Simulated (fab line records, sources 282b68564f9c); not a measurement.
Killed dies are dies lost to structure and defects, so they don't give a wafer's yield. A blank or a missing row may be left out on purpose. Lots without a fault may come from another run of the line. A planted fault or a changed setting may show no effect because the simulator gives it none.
Problem report in the 8D (eight disciplines) form, filled by code | flow rit_cmos | the parts of the form that need people (team, actions taken, sign-off) are left out

1. THE PROBLEM
GATE_POLY_THK at RIT_GATE_THK_MEAS_09 reads a mean of 164.7 nm on 9 wafers of 3 lots; wafers without a fault read 249.7 nm with a standard deviation of 2.2. That is -39 standard deviations from the usual mean.
First seen on wafer L433.3, day 5 23:13, on film_metro-02. The record holds 45 wafers of 15 lots with a number at this step. Rule for "out", or "out of limits": more than 4 standard deviations from the usual mean. The other wafers with a number count as sound.

2. WHAT IT IS AND WHAT IT IS NOT
question                    | is                                          | is not
which readings at this step | GATE_POLY_THK                               | -
which lots                  | L433, L434, L437                            | L418, L419, L420, L422, L425, L427, L428, L429, L430, L432, L435, L440
which wafers of those lots  | all that have a number                      | -
read on which gauges        | film_metro-02, film_metro-03, film_metro-04 | -
when                        | from day 5 23:13                            | up to then (30 sound wafers); but 6 sound wafers of L435, L440 came after

3. SUSPECTS, AND WHAT RULES EACH OUT
Counting: a tool at a process step up to the reading stays a suspect if it ran every lot that is out and no sound lot after the first of them.
- the gauge at RIT_GATE_THK_MEAS_09: ruled out. The wafers that are out were read on 3 gauges (film_metro-02, film_metro-03, film_metro-04).
- lpcvd-01 at RIT_GATE_CVD_08 (deposits poly-Si from SiH4, target thk 250 nm, time 2220 s): kept. It ran every lot that is out, first L433 (day 5 21:34), and no sound lot after that; its last sound lot up to then is L430 (day 5 04:36).
Left after counting: lpcvd-01 at RIT_GATE_CVD_08.

4. THE CAUSE (what the simulator had put in)
Process parameter drift: lpcvd-01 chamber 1, from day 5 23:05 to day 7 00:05, at RIT_GATE_CVD_08. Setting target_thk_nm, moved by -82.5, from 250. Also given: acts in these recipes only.
Counting left only this tool.

5. THE CHAIN OF EFFECTS, in route order
Each row: a reading whose mean over the struck wafers that have a number lies more than 3 standard deviations from the usual. Only readings for which the record gives a usual standard deviation are gone through. hours: the time from each lot's start at the first step in this table that gives one to its start at this step, as a median over the lots. sigmas: the change in usual standard deviations.
hours | step                 | reading        | usual      | on struck wafers | change | sigmas
0     | RIT_GATE_THK_MEAS_09 | GATE_POLY_THK  | 249.7 nm   | 164.7            | -85.0  | -39
1     | RIT_GATE_ETCH_19     | oes_product_au | 0.858 a.u. | 0.651            | -0.207 | -19
The process steps in it:
- RIT_GATE_ETCH_19: etches poly-Si in SF6/CHF3/O2, stops on SiO2, time 165 s, target depth 312.5 nm.

6. WHAT WOULD HAVE CAUGHT IT SOONER
In this record the first reading out of limits at a measuring or inspecting step was taken at day 5 23:13, 0 hours after the fault began at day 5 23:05.
Of the tool readings at RIT_GATE_CVD_08 for which the record gives a usual standard deviation, none was out on any struck wafer, so an alarm limit of 4 standard deviations on them would not have fired.
Of the lots that are out (3), L434, L437 began RIT_GATE_CVD_08 on lpcvd-01 after day 5 23:13. A hold on the tool at that time would have spared those 2.
